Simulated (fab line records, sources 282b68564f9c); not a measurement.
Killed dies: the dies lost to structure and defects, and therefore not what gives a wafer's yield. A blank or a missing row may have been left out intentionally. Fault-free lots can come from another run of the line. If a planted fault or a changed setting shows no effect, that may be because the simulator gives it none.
What tool caused it? | flow rit cmos | 14 lots, 42 wafers sampled, at 2 steps of a route of 202

## WHAT THE GAUGES READ, wafer by wafer
RIT_GATE_THK_MEAS_09.
lot  | measured    | on            | GATE_POLY_THK (nm)
L674 | day 2 16:59 | film metro-04 | 249.4 248.3 247.3
L675 | day 2 23:43 | film metro-03 | 254.2 255.4 252.9
L678 | day 3 13:20 | film metro-04 | 254.5 252.1 254.9
L679 | day 3 20:16 | film metro-03 | 156.1 154.7 152.9
L680 | day 4 00:23 | film metro-04 | 248.1 248.2 247.2
L681 | day 4 04:58 | film metro-04 | 250.2 249.1 249.2
L682 | day 4 08:12 | film metro-04 | 152.7 152.2 151.9
L687 | day 5 09:05 | film metro-04 | 256.1 252.7 252.5
L689 | day 5 19:18 | film metro-02 | 251.6 254.6 253.3
L690 | day 6 01:46 | film metro-02 | 249.8 250.2 252.2
L693 | day 6 18:54 | film metro-04 | 250.0 250.1 253.0
L694 | day 6 20:23 | film metro-04 | 250.7 247.7 249.6
L695 | day 7 02:32 | film metro-02 | 247.2 248.5 249.4
L696 | day 7 08:27 | film metro-02 | 249.4 248.3 247.8

## TOOL THAT RAN EACH LOT (tool first, then ch and the chambers of the sampled wafers, then the start)
lot  | RIT_GATE_CVD_08
L674 | lpcvd-01 ch 0, day 2 15:22
L675 | lpcvd-01 ch 0, day 2 22:05
L678 | lpcvd-01 ch 1, day 3 11:43
L679 | lpcvd-01 ch 1, day 3 17:50
L680 | lpcvd-02 ch 0, day 3 21:58
L681 | lpcvd-02 ch 1, day 4 02:33
L682 | lpcvd-01 ch 1, day 4 06:35
L687 | lpcvd-02 ch 0, day 5 07:26
L689 | lpcvd-02 ch 0, day 5 17:40
L690 | lpcvd-02 ch 1, day 6 00:07
L693 | lpcvd-01 ch 1, day 6 17:17
L694 | lpcvd-02 ch 0, day 6 18:46
L695 | lpcvd-02 ch 0, day 7 00:54
L696 | lpcvd-01 ch 0, day 7 06:50
- RIT_GATE_CVD_08: deposits poly-Si from SiH4, target thk 250 nm, time 2220 s.

## WHAT THE TOOLS THEMSELVES READ (means of the sampled wafers that have a number; where no wafer has one, the mark that the record gives instead)
The record holds no such reading with a usual standard deviation.

## THE ANSWER, worked out from the rows above alone
Rule: what is usual is taken from the lots themselves. Put in order of their means at a reading, lots are off if they are a third of the lots or fewer, leave a main group of 4 or more, and stand apart from it by a gap of 3 or more times the standard deviation of the main group's means; of several such gaps the widest counts. The tables above print the reading to a certain number of digits; a main group whose means all agree to those digits is not used. Also off: a lot with no number at a reading for which 4 or more lots have one. Any other lot the step has rows for is counted as sound. Order of review: gauges by route order, followed by the tools' own readings, for which a lot's mean as printed above is used. The first step at which some lot is off is used, and at that step the reading that is off furthest; a lot without a number counts as furthest.
Off: L679, L682, seen at RIT_GATE_THK_MEAS_09 (GATE_POLY_THK). The main group: mean 250.7 nm, standard deviation 2.3.
A tool fits if, at a process step before that reading, it ran every lot that is off, and no sound lot after the first of them. Those tools and the gauges at RIT_GATE_THK_MEAS_09 are tried in the same way. Not one of the candidates tried fits.

## WHAT HAD BEEN PUT IN BY THE SIMULATOR
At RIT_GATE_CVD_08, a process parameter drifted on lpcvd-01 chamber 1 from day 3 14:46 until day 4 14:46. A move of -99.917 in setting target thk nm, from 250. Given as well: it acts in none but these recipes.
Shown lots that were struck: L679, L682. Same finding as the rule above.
